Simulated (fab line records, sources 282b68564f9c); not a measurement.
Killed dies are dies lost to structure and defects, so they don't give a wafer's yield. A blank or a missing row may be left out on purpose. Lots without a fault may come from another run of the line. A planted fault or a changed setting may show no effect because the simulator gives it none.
fab line records | flow rit_cmos
record lots=6 wafers=18 last_day=8
route steps=202 shown PRETRO@69 GATE@75 FOX2@80 M1@202
lots that met no fault: from a run of the same line without faults
start_h: hours from the record's first day to the start of the lot's first wafer shown | wait_h: hours since the lot's step before | " the same as in the row above | L1.1+2: a row that stands for several wafers | - no value, or no start given | * or withheld: withheld | < > ~ a bound
route shown NAME@n: a module of which the file shows steps, and the number in the route of the first | usual: mean/standard deviation of fault-free wafers | same: alike in all rows | chamber/n: place in a boat | sites: the reading at each site | _std_site: their standard deviation | _edge_site: outer sites' mean less inner sites' | radius_mm: how far each site lies from the wafer's centre | mask NAME#n: copy n | behind: the tool/chamber that last shaped the wafer | hold: why the lot was held/for how many hours/how that ended | device: the transistor (n, p or np) that didn't switch | end of line: the same wafers' tests at the end of the route | a step without rows: its recipe alone | killed: dies lost to structure and defects at the first sort, not the wafer's yield | map: a wafer's dies, x killed, . not, _ none there
set.NAME: the setting as run; set.NAME@STEP: as run at that earlier step | model.NAME: the simulator's own value behind a step, which no gauge read
lots at some steps of the route; a table a step, a row a wafer
services: from which hour (start_h, from the record's first day; less than 0 if before it) a tool's chamber was out of use, for how many hours, and why
## steps
# step RIT_PRETRO_DEVELOP_05
# recipe resist=NOVOLAK develop_time_s=68 dev_temp_c=23
# step RIT_PRETRO_OVL_MEAS_06
# usual PRETRO_OVL=0.1/1.3
# columns lot.wafer tool chamber start_h wait_h PRETRO_OVL[nm]
L459.1 overlay-01 - 42.20 - 0.2
L459.3 " - " " 0.1
L459.6 " - " " -0.3
L470.1 overlay-01 - 94.93 - 1.7
L470.4 " - " " 1.8
L470.6 " - " " 0.2
L476.3 overlay-01 - 122.13 - 0.8
L476.4 " - " " -0.6
L476.6 " - " " 1.4
L477.1 overlay-01 - 129.71 - -0.8
L477.2 " - " " -0.4
L477.5 " - " " 0.2
L480.4 overlay-01 - 147.44 - -1.2
L480.5 " - " " -1.1
L480.6 " - " " 0.5
L481.1 overlay-01 - 153.70 - -0.7
L481.2 " - " " -1.8
L481.4 " - " " -2.3
# step RIT_PRETRO_HARDBAKE_07
# recipe resist=NOVOLAK temp_c=140 time_s=120
# step RIT_PRETRO_IMPLANT_08
# recipe species=B energy_kev=45 dose_cm2=1.2e+13 tilt_deg=7
# step RIT_PRETRO_STRIP_09
# recipe chemistry=O2 time_s=180 resist=NOVOLAK platen_temp_c=withheld power_w=500 pressure_mtorr=4000 o2_flow_sccm=4000
# usual drypump_motor_current_A=5.8/0.35
# columns lot.wafer tool chamber start_h wait_h drypump_motor_current_A rf_hours_counter_h
L459.1 plasma_asher-02 0 42.64 0.1 6.2 23
L459.3 " 1 " " 6.0 -
L459.6 " 1 " " 6.0 -
L470.1 plasma_asher-04 1 95.37 0.1 5.2 45
L470.4 " 0 " " 5.7 -
L470.6 " 0 " " 5.7 -
L476.3 plasma_asher-04 0 122.61 0.1 5.7 -
L476.4 " 1 " " 5.2 -
L476.6 " 0 " " 5.7 -
L477.1 plasma_asher-04 0 130.15 0.1 5.7 50
L477.2 " 1 " " 5.2 50
L477.5 " 1 " " 5.2 -
L480.4 plasma_asher-01 0 147.91 0.1 5.6 -
L480.5 " 1 " " 5.7 -
L480.6 " 0 " " 5.6 -
L481.1 plasma_asher-01 0 154.14 0.1 5.7 3
L481.2 " 1 " " 5.7 3
L481.4 " 0 " " 5.6 -
# step RIT_PRETRO_TW_MEAS_10
# usual PRETRO_TW=473.3/2.2
# columns lot.wafer tool chamber start_h wait_h PRETRO_TW
L459.1 film_metro-01 - 42.81 0.1 471.9
L459.3 " - " " 472.2
L459.6 " - " " 473.8
L470.1 film_metro-04 - 95.54 0.1 470.5
L470.4 " - " " 472.0
L470.6 " - " " 471.4
L476.3 film_metro-04 - 122.75 0.1 468.8
L476.4 " - " " 471.2
L476.6 " - " " 471.2
L477.1 film_metro-02 - 130.32 0.1 473.5
L477.2 " - " " 474.9
L477.5 " - " " 474.4
L480.4 film_metro-02 - 148.06 0.1 476.8
L480.5 " - " " 475.9
L480.6 " - " " 477.2
L481.1 film_metro-04 - 154.31 0.1 471.8
L481.2 " - " " 469.9
L481.4 " - " " 471.0
# step RIT_GATE_WET_ETCH_00
# recipe chemistry=BOE target=SiO2 target_depth_nm=56 time_s=60 dry=n2_spin dilution=10:1 temp_c=21.5
# step RIT_GATE_CLEAN_01
# recipe chemistry=SC1 mix=3:3:50 time_s=600 temp_c=75
# step RIT_GATE_CLEAN_02
# recipe chemistry=dHF dilution=50:1 time_s=30
# step RIT_GATE_CLEAN_03
# recipe chemistry=SC2 mix=3:3:50 time_s=600 temp_c=75 dry=n2_spin
# step RIT_GATE_CLEAN_04
# recipe chemistry=dHF dilution=50:1 time_s=60 dry=n2_spin
# step RIT_FOX2_THK_MEAS_91
# recipe reads=SiO2_of_FOX2_OXIDATION_00
# usual FIELD_OXIDE_LEFT_2_THK=257/6.5
# columns lot.wafer tool chamber start_h wait_h FIELD_OXIDE_LEFT_2_THK[nm]
L459.1 film_metro-02 - 43.46 0.0 263
L459.3 " - " " 265
L459.6 " - " " 261
L470.1 film_metro-03 - 96.02 0.0 246
L470.4 " - " " 249
L470.6 " - " " 247
L476.3 film_metro-04 - 123.50 0.0 249
L476.4 " - " " 252
L476.6 " - " " 245
L477.1 film_metro-04 - 130.80 0.0 260
L477.2 " - " " 257
L477.5 " - " " 259
L480.4 film_metro-03 - 148.57 0.0 268
L480.5 " - " " 274
L480.6 " - " " 263
L481.1 film_metro-03 - 154.79 0.0 253
L481.2 " - " " 249
L481.4 " - " " 248
# step RIT_GATE_OXIDATION_05
# recipe temp_c=900 ambient=O2 target_thk_a=30 ox_time_s=270
# usual ox_temp_c_max=904.2/0.91 tube_center_temp_C=900/0.081
# columns lot.wafer tool chamber start_h wait_h ox_temp_c_max tube_center_temp_C model.SiO2_of_GATE_OXIDATION_05.thk_nm
L459.1 furnace-04 0 43.59 0.1 903.9 900.12 3.02
L459.3 " 0 " " 903.2 900.07 2.967
L459.6 " 0 " " 904.5 900.09 2.932
L470.1 furnace-01 0 97.47 1.4 903.6 899.98 3.11
L470.4 " 0 " " 904.4 900.04 3.031
L470.6 " 0 " " 904.4 899.97 3.038
L476.3 furnace-01 0 124.90 1.4 905.0 899.93 3.404
L476.4 " 0 " " 904.2 900.08 3.342
L476.6 " 0 " " 905.1 900.04 3.405
L477.1 furnace-01 0 132.05 1.2 904.0 899.89 3.404
L477.2 " 0 " " 904.4 900.01 3.401
L477.5 " 0 " " 903.6 900 3.429
L480.4 furnace-04 0 151.03 2.5 904.2 899.99 3.014
L480.5 " 0 " " 903.4 899.94 3.086
L480.6 " 0 " " 903.7 900.1 3.043
L481.1 furnace-03 0 157.41 2.6 905.7 899.89 2.981
L481.2 " 0 " " 905.0 900.19 2.945
L481.4 " 0 " " 903.4 900.09 2.974
# step RIT_GATE_ANNEAL_06
# recipe temp_c=900 time_s=600 ambient=N2O
# step RIT_GATE_THK_MEAS_07
# recipe reads=SiO2_of_GATE_OXIDATION_05
# usual GATE_OXIDE_THK=3.01/0.055
# columns lot.wafer tool chamber start_h wait_h GATE_OXIDE_THK[nm]
L459.1 film_metro-03 - 45.60 0.0 3.01
L459.3 " - " " 2.96
L459.6 " - " " 2.91
L470.1 film_metro-03 - 98.79 0.0 3.13
L470.4 " - " " 2.99
L470.6 " - " " 3.00
L476.3 film_metro-04 - 130.11 0.0 3.42
L476.4 " - " " 3.37
L476.6 " - " " 3.39
L477.1 film_metro-02 - 134.50 0.0 3.45
L477.2 " - " " 3.41
L477.5 " - " " 3.39
L480.4 film_metro-04 - 157.44 0.0 3.00
L480.5 " - " " 3.07
L480.6 " - " " 3.05
L481.1 film_metro-04 - 161.98 0.0 3.00
L481.2 " - " " 2.93
L481.4 " - " " 3.03
# step RIT_GATE_CVD_08
# recipe material=poly-Si target_thk_nm=250 temp_c=610 precursor=SiH4 time_s=2220 pressure_mtorr=300 sih4_flow_sccm=100
# step RIT_M1_PROBE_99
# usual killed_at_contacts=0.1/0.31 killed_at_front_end=7/3 killed_dies=7/3 killed_open=3.8/2.1 killed_short=3.6/1.9
# same gross_dies=264 killed_at_M0_to_M3=0 killed_at_M4_up=0 killed_at_back_side=0 killed_at_other=0
# columns lot.wafer tool chamber start_h wait_h killed_at_contacts killed_at_front_end killed_dies killed_open killed_short model.etest.pmos_0p3.r_on_ohm_um model.etest.pmos_turned.r_on_ohm_um model.etest.pmos_0p15.r_on_ohm_um model.etest.nmos_0p3.r_on_ohm_um model.etest.nmos_0p15.drive_ua_um model.etest.nmos_narrow.drive_ua_um model.etest.nmos_0p3.drive_ua_um model.etest.pmos_0p15.drive_ua_um
L459.1 prober-02 - 69.69 0.1 1 11 12 8 4 6274 3447 2756 2145 475.3 220.4 227.8 260.2
L459.3 prober-02 - 69.79 0.2 0 8 8 3 5 6165 3348 2685 2112 485.7 219.2 228.8 265.6
L459.6 prober-02 - 69.94 0.2 0 10 10 4 6 6163 3408 2749 2107 479.3 226.2 233.2 260.2
L470.1 prober-01 - 125.09 0.1 0 7 7 5 2 6408 3319 2675 2211 472.3 223.7 222 263.6
L470.4 prober-01 - 125.24 0.2 0 11 11 4 7 6212 3196 2578 2125 490.7 229.5 228.1 277.4
L470.6 prober-01 - 125.34 0.2 0 6 6 4 2 6166 3210 2578 2164 490.3 228.3 228.5 277.6
L476.3 prober-01 - 155.53 0.2 0 5 5 2 3 6819 3525 2820 2361 455.7 196.2 193.9 248.3
L476.4 prober-01 - 155.58 0.2 0 11 11 5 6 6623 3341 2684 2266 463.5 198.3 197.8 257.2
L476.6 prober-01 - 155.68 0.2 0 9 9 6 3 6874 3490 2828 2375 454.2 195.9 194.7 249.1
L477.1 prober-02 - 160.34 0.1 0 4 4 3 1 7052 3687 2951 2386 421.1 188.3 190.3 229.6
L477.2 prober-02 - 160.39 0.1 0 7 7 6 1 7113 3661 2979 2410 425.9 189.6 187.6 228.8
L477.5 prober-02 - 160.54 0.2 0 3 3 2 1 7045 3514 2808 2334 439.7 186.7 187.4 240.8
L480.4 prober-01 - 185.84 0.2 0 4 4 2 2 6146 3289 2693 2124 462.9 222.9 226 263.3
L480.5 prober-01 - 185.89 0.2 0 9 9 5 3 6277 3315 2722 2171 454 217.3 220.2 255.9
L480.6 prober-01 - 185.94 0.2 0 4 4 0 3 6251 3300 2714 2144 462.1 220.7 224 256.6
L481.1 prober-01 - 187.19 0.1 0 6 6 3 3 6050 3134 2516 2058 515.3 241.1 240.8 285.6
L481.2 prober-01 - 187.24 0.1 0 4 4 4 0 5923 3046 2488 2036 519.2 250.5 247.8 291.1
L481.4 prober-01 - 187.34 0.2 0 7 7 5 2 6003 3015 2425 2033 523.9 247.6 244 296.9
# killed by level:class
L459.1 FOX1:geometric_particle:open=4 FOX2:geometric_particle:open=2 FOX1:geometric_particle:short=1 FOX2:geometric_particle:short=1 GATE:geometric_particle:open=1 SILICIDE:geometric_particle:short=1 SILICIDE:geometric_particle:open=1 CONTACT:geometric_particle:short=1
L459.3 SPACER:geometric_particle:short=2 FOX1:geometric_particle:short=1 FOX2:geometric_particle:short=1 FOX2:geometric_particle:open=1 REOX:geometric_particle:open=1 SILICIDE:geometric_particle:open=1 SILICIDE:geometric_particle:short=1
L459.6 SPACER:geometric_particle:short=3 FOX1:geometric_particle:open=2 GATE:geometric_particle:short=2 FOX1:geometric_particle:short=1 GATE:geometric_particle:open=1 REOX:geometric_particle:open=1
L470.1 GATE:geometric_particle:open=3 REOX:geometric_particle:short=1 SPACER:geometric_particle:short=1 SPACER:geometric_particle:open=1 SILICIDE:geometric_particle:open=1
L470.4 GATE:geometric_particle:short=5 GATE:geometric_particle:open=3 FOX1:geometric_particle:open=1 FOX1:geometric_particle:short=1 REOX:geometric_particle:short=1
L470.6 GATE:geometric_particle:open=2 GATE:geometric_particle:short=2 FOX2:geometric_particle:open=1 SPACER:geometric_particle:open=1
L476.3 REOX:geometric_particle:short=2 FOX1:geometric_particle:short=1 REOX:geometric_particle:open=1 SILICIDE:geometric_particle:open=1
L476.4 GATE:geometric_particle:open=3 GATE:geometric_particle:short=3 FOX2:geometric_particle:short=1 FOX2:geometric_particle:open=1 SPACER:geometric_particle:short=1 SILICIDE:geometric_particle:short=1 SILICIDE:geometric_particle:open=1
L476.6 GATE:geometric_particle:open=4 REOX:geometric_particle:open=2 GATE:geometric_particle:short=1 REOX:geometric_particle:short=1 SILICIDE:geometric_particle:short=1
L477.1 ACTIVE:geometric_particle:open=1 FOX2:geometric_particle:open=1 GATE:geometric_particle:short=1 SPACER:geometric_particle:open=1
L477.2 GATE:geometric_particle:open=5 FOX1:geometric_particle:open=1 GATE:geometric_particle:short=1
L477.5 FOX1:geometric_particle:open=2 FOX1:geometric_particle:short=1
L480.4 FOX1:geometric_particle:open=1 FOX1:geometric_particle:short=1 FOX2:geometric_particle:short=1 REOX:geometric_particle:open=1
L480.5 GATE:geometric_particle:open=2 SILICIDE:geometric_particle:open=2 GATE:geometric_particle:short=1 REOX:geometric_particle:short=1 REOX:geometric_particle:open=1 SILICIDE:geometric_particle:short=1 PSD:coat_microbubble_printed=1
L480.6 GATE:geometric_particle:short=2 FOX1:geometric_particle:short=1 PSD:coat_microbubble_printed=1
L481.1 FOX2:geometric_particle:short=1 GATE:geometric_particle:short=1 GATE:geometric_particle:open=1 REOX:geometric_particle:open=1 SPACER:geometric_particle:short=1 SILICIDE:geometric_particle:open=1
L481.2 GATE:geometric_particle:open=2 REOX:geometric_particle:open=1 SPACER:geometric_particle:open=1
L481.4 REOX:geometric_particle:open=2 SILICIDE:geometric_particle:open=2 GATE:geometric_particle:open=1 GATE:geometric_particle:short=1 REOX:geometric_particle:short=1
## services
# columns tool chamber start_h hours kind
plasma_asher-04 - 19.39 0.9 repair
furnace-03 - 29.60 13.2 repair
furnace-03 - 60.02 2.8 pm
plasma_asher-04 - 63.69 2.8 pm
plasma_asher-01 - 89.30 3.2 repair
plasma_asher-01 - 108.80 9.0 pm
plasma_asher-01 0 108.80 9.0 vent_cycle
plasma_asher-01 1 108.80 9.0 vent_cycle
plasma_asher-01 0 117.80 - clean
plasma_asher-01 1 117.80 - clean
furnace-01 - 120.58 4.3 pm
## key
first_sign step=RIT_GATE_THK_MEAS_07 reading=GATE_OXIDE_THK direction=up sigmas=7.3 usual=3.01 struck=3.41
effect none on later readings
model_effect step=RIT_GATE_OXIDATION_05 value=SiO2_of_GATE_OXIDATION_05.thk_nm without=3.018 struck=3.398
model_effect step=RIT_M1_PROBE_99 value=etest.pmos_0p3.r_on_ohm_um without=6225 struck=6921
met_at RIT_GATE_OXIDATION_05
struck_wafers L476.3,L476.4,L476.6,L477.1,L477.2,L477.5
tester_left_out L476,L477
onset_between 97.47 124.90
also_fits RIT_PRETRO_STRIP_09:plasma_asher-04
fault kind=process_parameter_drift tool=furnace-01 chamber=- onset_h=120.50 steps=RIT_GATE_OXIDATION_05 channel=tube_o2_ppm offset=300 shape=step end_h=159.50
# tester_left_out: of these lots the tester's yield and bins aren't shown, on N5 and GAA mostly nor the transistor test; their killed dies are dies lost to structure and defects alone, not to doping, threshold or leakage, so they don't give the yield
